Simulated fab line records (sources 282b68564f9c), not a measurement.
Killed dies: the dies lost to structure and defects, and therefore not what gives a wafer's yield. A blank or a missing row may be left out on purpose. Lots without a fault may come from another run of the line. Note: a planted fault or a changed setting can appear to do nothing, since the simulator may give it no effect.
fab line records	flow ritCmos
record lots=6	wafers=18	lastDay=7
route steps=202 shown ACTIVE@8 FOX1@20 FOX2@23 M1@202
lots with no fault: from the same line, run without faults
startH: the number of hours between the record's first day and the start of the first shown wafer of the lot	waitH: how many hours have passed since the lot's step before this one	" repeats the value in the row above	L1.1+2: one row covering several wafers at once	- no value, or no start given	* or withheld: withheld	< > ~ a bound
route shown NAME@n: NAME is a module with steps in the file, n the number in the route of the first one	usual: mean and standard deviation over wafers with no fault	same: alike in all rows	chamber/n: place in a boat	sites: the reading at each site	_std_site: the values' standard deviation	_edge_site: outer sites' mean less inner sites'	radiusMm: how far each site lies from the wafer's centre	mask NAME#n: copy n	behind: the tool/chamber that last shaped the wafer	hold: reason for holding the lot/hours on hold/outcome of the hold	device: names the non-switching transistor (n, p or np)	end of line: tests run on the same wafers once the route is complete	where a step has no rows: the recipe by itself	killed: the dies lost at the first sort to structure and to defects; this is not the yield of the wafer	map: dies across one wafer; x = killed, . = not, _ = none there
set.NAME: the run value of the setting; set.NAME@STEP: its run value at that earlier step	model.NAME: the simulator's own value behind a step, which no gauge read
lots seen at some steps along the route; tables by step, rows by wafer
services: when a tool's chamber went out of use (startH, in hours from the record's first day, below 0 if earlier), for how many hours, and the reason
## steps
# step RIT_ACTIVE_SOFTBAKE_07
# recipe resist=NOVOLAK	tempC=90	timeS=60
# step RIT_ACTIVE_EXPOSE_08
# recipe maskId=M1	na=0.6	sourceShape=conventional	sigmaOuter=0.6	targetCdNm=1400	doseMj=225
# step RIT_ACTIVE_PEB_09
# recipe resist=NOVOLAK	tempC=withheld	timeS=withheld
# step RIT_ACTIVE_DEVELOP_10
# recipe resist=NOVOLAK	developTimeS=50	devTempC=22.53
# step RIT_ACTIVE_CD_MEAS_11
# recipe targetCdNm=1400
# usual cdNm=1399.2/2.3
lot.wafer	tool	chamber	startH	waitH	cdNm
L772.2	cdSem-02	-	29.58	-	1400.6
L772.3	"	-	"	"	1400.1
L772.4	"	-	"	"	1401.8
L777.1	cdSem-01	-	54.59	-	1398.4
L777.3	"	-	"	"	1397.8
L777.5	"	-	"	"	1396.1
L778.2	cdSem-01	-	59.93	-	1400.9
L778.3	"	-	"	"	1400.7
L778.5	"	-	"	"	1399.9
L789.3	cdSem-01	-	114.48	-	1398.4
L789.4	"	-	"	"	1398.3
L789.5	"	-	"	"	1397.2
L790.2	cdSem-01	-	121.01	-	1396.5
L790.4	"	-	"	"	1396.1
L790.5	"	-	"	"	1392.3
L791.2	cdSem-01	-	124.46	-	1399.3
L791.3	"	-	"	"	1401.5
L791.5	"	-	"	"	1401.3
# step RIT_ACTIVE_HARDBAKE_12
# recipe resist=NOVOLAK	tempC=140	timeS=60
# step RIT_ACTIVE_ETCH_13
# recipe stopOn=SiO2	chemistry=SF6	target=Si3N4	timeS=210	overEtchFrac=0.4	SF6_flow_sccm=200	pressureMtorr=260	rfW=125	targetDepthA=2100
# usual drypumpMotorCurrentA=5.8/0.52	oesProductAu=0.815/0.014	throttleValvePct=7.41/0.099
lot.wafer	tool	chamber	startH	waitH	drypumpMotorCurrentA	oesProductAu	rfHoursCounterH	throttleValvePct
L772.2	rieDiel-04	0	29.83	0.1	6.4	0.801	95	7.47
L772.3	"	1	"	"	6.4	0.806	18	7.31
L772.4	"	2	"	"	5.8	0.831	107	7.32
L777.1	rieDiel-02	3	54.86	0.1	5.2	0.813	2	7.51
L777.3	"	0	"	"	5.9	0.812	117	7.41
L777.5	"	1	"	"	6.1	0.800	-	7.32
L778.2	rieDiel-04	2	60.28	0.1	5.8	0.843	108	7.31
L778.3	"	1	"	"	6.3	0.793	19	7.31
L778.5	"	0	"	"	6.4	0.806	-	7.46
L789.3	rieDiel-02	0	114.71	0.1	5.9	0.821	118	7.39
L789.4	"	1	"	"	6.1	0.810	69	7.33
L789.5	"	1	"	"	6.0	0.805	-	7.31
L790.2	rieDiel-02	2	121.26	0.1	5.2	0.807	6	7.30
L790.4	"	0	"	"	5.9	0.822	118	7.41
L790.5	"	3	"	"	5.2	0.804	-	7.51
L791.2	rieDiel-04	1	124.71	0.1	6.4	0.799	20	7.31
L791.3	"	0	"	"	6.4	0.805	97	7.47
L791.5	"	1	"	"	6.4	0.803	-	7.31
# step RIT_ACTIVE_STRIP_14
# recipe chemistry=O2	timeS=180	resist=NOVOLAK	platenTempC=withheld	powerW=500	pressureMtorr=4000	o2FlowSccm=4000
# usual drypumpMotorCurrentA=6.0/0.37
lot.wafer	tool	chamber	startH	waitH	drypumpMotorCurrentA	rfHoursCounterH
L772.2	plasmaAsher-04	1	29.97	0.1	6.4	36
L772.3	"	1	"	"	6.4	-
L772.4	"	0	"	"	5.8	-
L777.1	plasmaAsher-04	0	55.00	0.1	5.8	38
L777.3	"	1	"	"	6.3	-
L777.5	"	0	"	"	5.9	-
L778.2	plasmaAsher-01	0	60.41	0.1	6.5	42
L778.3	"	1	"	"	5.1	-
L778.5	"	0	"	"	6.4	-
L789.3	plasmaAsher-03	1	114.90	0.1	6.0	-
L789.4	"	0	"	"	5.8	-
L789.5	"	1	"	"	6.1	-
L790.2	plasmaAsher-04	0	121.39	0.1	5.9	45
L790.4	"	1	"	"	6.4	-
L790.5	"	1	"	"	6.4	-
L791.2	plasmaAsher-04	1	124.84	0.1	6.4	46
L791.3	"	1	"	"	6.4	-
L791.5	"	1	"	"	6.4	-
# step RIT_ACTIVE_CD_MEAS_90
# recipe targetCdNm=1400
# usual cdNm=1399.2/2.3
lot.wafer	tool	chamber	startH	waitH	cdNm
L772.2	cdSem-01	-	30.16	0.1	1401.0
L772.3	"	-	"	"	1399.9
L772.4	"	-	"	"	1401.1
L777.1	cdSem-01	-	55.17	0.1	1398.8
L777.3	"	-	"	"	1397.8
L777.5	"	-	"	"	1396.2
L778.2	cdSem-02	-	60.61	0.1	1401.1
L778.3	"	-	"	"	1400.4
L778.5	"	-	"	"	1399.6
L789.3	cdSem-01	-	115.06	0.1	1398.0
L789.4	"	-	"	"	1398.2
L789.5	"	-	"	"	1397.4
L790.2	cdSem-02	-	121.59	0.1	1396.2
L790.4	"	-	"	"	1395.9
L790.5	"	-	"	"	1392.0
L791.2	cdSem-01	-	125.04	0.1	1398.4
L791.3	"	-	"	"	1401.2
L791.5	"	-	"	"	1401.0
# step RIT_ACTIVE_CLEAN_15
# recipe chemistry=SC1	mix=3:3:50	timeS=600	tempC=75
# step RIT_ACTIVE_CLEAN_16
# recipe chemistry=dHF	dilution=50:1	timeS=30
# step RIT_ACTIVE_CLEAN_17
# recipe chemistry=SC2	mix=3:3:50	timeS=600	tempC=75	dry=n2Spin
# step RIT_FOX1_OXIDATION_00
# recipe tempC=1100	ambient=H2O	targetThkA=3507	pH2oTorr=720	oxTimeS=1130
# usual tube_center_temp_C_max=1102.8/0.49
lot.wafer	tool	chamber	startH	waitH	tube_center_temp_C_max
L772.2	furnace-04	0	30.63	0.0	1102.7
L772.3	"	0	"	"	1103.1
L772.4	"	0	"	"	1103.6
L777.1	furnace-01	0	55.67	0.0	1102.4
L777.3	"	0	"	"	1103.4
L777.5	"	0	"	"	1102.6
L777.1	furnace-02	0	57.40	0.4	1103.3
L777.3	"	0	"	"	1102.7
L777.5	"	0	"	"	1102.8
L778.2	furnace-01	0	61.07	0.0	1103.1
L778.3	"	0	"	"	1103.3
L778.5	"	0	"	"	1103.5
L778.2	furnace-01	0	62.55	0.2	1102.3
L778.3	"	0	"	"	1103.1
L778.5	"	0	"	"	1102.9
L789.3	furnace-01	0	115.50	0.0	1102.2
L789.4	"	0	"	"	1102.8
L789.5	"	0	"	"	1102.9
L790.2	furnace-04	0	122.05	0.0	1103.4
L790.4	"	0	"	"	1102.6
L790.5	"	0	"	"	1103.1
L791.2	furnace-01	0	126.98	1.5	1102.8
L791.3	"	0	"	"	1102.3
L791.5	"	0	"	"	1103.2
# step RIT_FOX1_THK_MEAS_01
# recipe reads=SiO2_of_FOX1_OXIDATION_00
# usual FOX1_OXIDE_THK=351/6.2
lot.wafer	tool	chamber	startH	waitH	FOX1_OXIDE_THK[nm]
L772.2	filmMetro-04	-	31.96	0.0	339
L772.3	"	-	"	"	352
L772.4	"	-	"	"	344
L777.1	filmMetro-04	-	58.71	0.0	523
L777.3	"	-	"	"	529
L777.5	"	-	"	"	524
L778.2	filmMetro-02	-	63.88	0.0	526
L778.3	"	-	"	"	533
L778.5	"	-	"	"	528
L789.3	filmMetro-02	-	116.84	0.0	347
L789.4	"	-	"	"	341
L789.5	"	-	"	"	342
L790.2	filmMetro-04	-	123.38	0.0	356
L790.4	"	-	"	"	358
L790.5	"	-	"	"	353
L791.2	filmMetro-04	-	128.30	0.0	350
L791.3	"	-	"	"	351
L791.5	"	-	"	"	349
# step RIT_FOX1_WET_ETCH_02
# recipe chemistry=BOE	targetDepthNm=350	timeS=390	tempC=21.5	dry=n2Spin	dilution=10:1	target=SiO2
lot.wafer	tool	chamber	startH	waitH	model.Si3N4_of_ACTIVE_CVD_03.thkNm
L772.2	wetBench-03	0	32.01	0.0	137.1
L772.3	"	0	"	"	136.5
L772.4	"	0	"	"	137.3
L777.1	wetBench-02	1	58.82	0.1	133.4
L777.3	"	1	"	"	132.2
L777.5	"	1	"	"	134.2
L778.2	wetBench-02	2	63.93	0.0	134.3
L778.3	"	2	"	"	133.5
L778.5	"	2	"	"	134.2
L789.3	wetBench-03	1	116.88	0.0	138.9
L789.4	"	1	"	"	138.6
L789.5	"	1	"	"	139.9
L790.2	wetBench-01	1	123.43	0.0	137.2
L790.4	"	1	"	"	137.7
L790.5	"	1	"	"	136.2
L791.2	wetBench-02	3	128.35	0.0	135.8
L791.3	"	3	"	"	135.9
L791.5	"	3	"	"	137
# step RIT_FOX2_OXIDATION_00
# recipe tempC=1100	ambient=H2O	targetThkA=3507	pH2oTorr=720	oxTimeS=1130
# step RIT_FOX2_THK_MEAS_01
# recipe reads=SiO2_of_FOX2_OXIDATION_00
# usual FOX2_OXIDE_THK=350/6.2
lot.wafer	tool	chamber	startH	waitH	FOX2_OXIDE_THK[nm]
L772.2	filmMetro-01	-	33.46	0.0	353
L772.3	"	-	"	"	355
L772.4	"	-	"	"	356
L777.1	filmMetro-01	-	60.25	0.0	346
L777.3	"	-	"	"	349
L777.5	"	-	"	"	345
L778.2	filmMetro-01	-	65.37	0.0	346
L778.3	"	-	"	"	352
L778.5	"	-	"	"	348
L789.3	filmMetro-03	-	118.34	0.0	341
L789.4	"	-	"	"	339
L789.5	"	-	"	"	341
L790.2	filmMetro-02	-	124.87	0.0	353
L790.4	"	-	"	"	360
L790.5	"	-	"	"	359
L791.2	filmMetro-01	-	129.79	0.0	336
L791.3	"	-	"	"	340
L791.5	"	-	"	"	340
# step RIT_FOX2_CLEAN_02
# recipe chemistry=dHF	dilution=50:1	timeS=174
lot.wafer	tool	chamber	startH	waitH	model.Si3N4_of_ACTIVE_CVD_03.thkNm
L772.2	wetBench-04	3	33.51	0.0	130.1
L772.3	"	3	"	"	129.4
L772.4	"	3	"	"	130.2
L777.1	wetBench-04	1	60.31	0.1	126.4
L777.3	"	1	"	"	125.1
L777.5	"	1	"	"	127.1
L778.2	wetBench-04	3	65.42	0.0	127.3
L778.3	"	3	"	"	126.4
L778.5	"	3	"	"	127.1
L789.3	wetBench-01	1	118.38	0.0	131.9
L789.4	"	1	"	"	131.5
L789.5	"	1	"	"	132.8
L790.2	wetBench-01	1	124.92	0.0	130.2
L790.4	"	1	"	"	130.6
L790.5	"	1	"	"	129.2
L791.2	wetBench-04	1	129.84	0.0	128.7
L791.3	"	1	"	"	128.9
L791.5	"	1	"	"	129.9
# step RIT_FOX2_WET_ETCH_03
# recipe chemistry=H3PO4	target=Si3N4	targetDepthNm=195	tempC=165	timeS=2700
# step RIT_M1_PROBE_99
# usual killed_at_M0_to_M3=0.0/0.12	killedAtFrontEnd=7/3	killedDies=7/3	killedOpen=3.5/2	killedShort=3.4/2
# same grossDies=264	killed_at_M4_up=0	killedAtBackSide=0	killedAtContacts=0	killedAtOther=0
lot.wafer	tool	chamber	startH	waitH	killed_at_M0_to_M3	killedAtFrontEnd	killedDies	killedOpen	killedShort
L777.1	prober-01	-	103.57	0.1	0	11	11	7	4
L777.3	prober-01	-	103.67	0.2	0	7	7	4	3
L777.5	prober-01	-	103.77	0.2	0	3	3	2	1
L778.2	prober-02	-	109.57	0.1	0	7	7	4	3
L778.3	prober-02	-	109.62	0.2	0	11	11	7	4
L778.5	prober-02	-	109.72	0.2	0	10	10	7	3
L789.3	prober-01	-	156.98	0.2	0	7	7	6	1
L789.4	prober-01	-	157.03	0.2	0	12	12	7	5
L789.5	prober-01	-	157.08	0.2	1	9	10	6	4
# killed by level:class
L777.1 GATE:geometricParticle:open=3 FOX1:geometricParticle:open=2 GATE:geometricParticle:short=2 FOX1:geometricParticle:short=1 SILICIDE:geometricParticle:open=1 REOX:geometricParticle:short=1 SPACER:geometricParticle:open=1
L777.3 GATE:geometricParticle:open=2 FOX1:geometricParticle:short=1 REOX:geometricParticle:short=1 REOX:geometricParticle:open=1 SPACER:geometricParticle:open=1 SILICIDE:geometricParticle:short=1
L777.5 FOX1:geometricParticle:open=1 FOX1:geometricParticle:short=1 REOX:geometricParticle:open=1
L778.2 SILICIDE:geometricParticle:short=3 SPACER:geometricParticle:open=2 SILICIDE:geometricParticle:open=2
L778.3 SILICIDE:geometricParticle:open=3 GATE:geometricParticle:open=2 GATE:geometricParticle:short=2 REOX:geometricParticle:open=2 SILICIDE:geometricParticle:short=2
L778.5 GATE:geometricParticle:open=3 SPACER:geometricParticle:short=2 SILICIDE:geometricParticle:open=2 FOX1:geometricParticle:open=1 FOX2:geometricParticle:short=1 FOX2:geometricParticle:open=1
L789.3 GATE:geometricParticle:open=3 FOX1:geometricParticle:open=1 REOX:geometricParticle:open=1 SILICIDE:geometricParticle:open=1 STARTING-WAFER:geometricParticle:short=1
L789.4 GATE:geometricParticle:open=5 GATE:geometricParticle:short=4 FOX1:geometricParticle:open=1 SILICIDE:geometricParticle:short=1 SILICIDE:geometricParticle:open=1
L789.5 FOX1:geometricParticle:open=2 GATE:geometricParticle:open=2 REOX:geometricParticle:open=2 FOX1:geometricParticle:short=1 GATE:geometricParticle:short=1 SPACER:geometricParticle:short=1 M1:geometricParticle:short=1
## services
tool	chamber	startH	hours	kind
furnace-01	-	17.59	3.1	pm
rieDiel-02	-	37.46	14.6	pm
rieDiel-02	2	52.72	4.6	repair
rieDiel-04	3	64.87	3.3	repair
rieDiel-02	2	75.81	2.2	repair
rieDiel-02	-	108.23	2.8	pm
plasmaAsher-01	-	108.75	9.0	pm
plasmaAsher-01	0	108.75	9.0	ventCycle
plasmaAsher-01	1	108.75	9.0	ventCycle
furnace-02	-	114.45	3.5	pm
furnace-02	-	115.64	4.0	repair
plasmaAsher-01	0	117.75	-	clean
plasmaAsher-01	1	117.75	-	clean
rieDiel-02	-	121.50	1.7	repair
## key
firstSign step=RIT_FOX1_OXIDATION_00	reading=visit	direction=added
effect step=RIT_FOX1_THK_MEAS_01	reading=FOX1_OXIDE_THK	direction=up	sigmas=29	usual=351	struck=527
modelEffect step=RIT_FOX1_WET_ETCH_02	value=Si3N4_of_ACTIVE_CVD_03.thkNm	without=136.9	struck=133.6
modelEffect step=RIT_FOX2_CLEAN_02	value=Si3N4_of_ACTIVE_CVD_03.thkNm	without=129.9	struck=126.6
metAt RIT_FOX1_OXIDATION_00
struckWafers L777.1,L777.3,L777.5,L778.2,L778.3,L778.5
testerLeftOut L777,L778
fault kind=repeatedStepWhole	tool=furnace-01,furnace-02,furnace-04	chamber=-	onsetH=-	steps=RIT_FOX1_OXIDATION_00	times=1	scope=struckLotsOnly
# testerLeftOut: of these lots the tester's yield and bins aren't shown, on N5 and GAA mostly nor the transistor test; their killed dies are dies lost to structure and defects alone, not to doping, threshold or leakage, so they don't give the yield
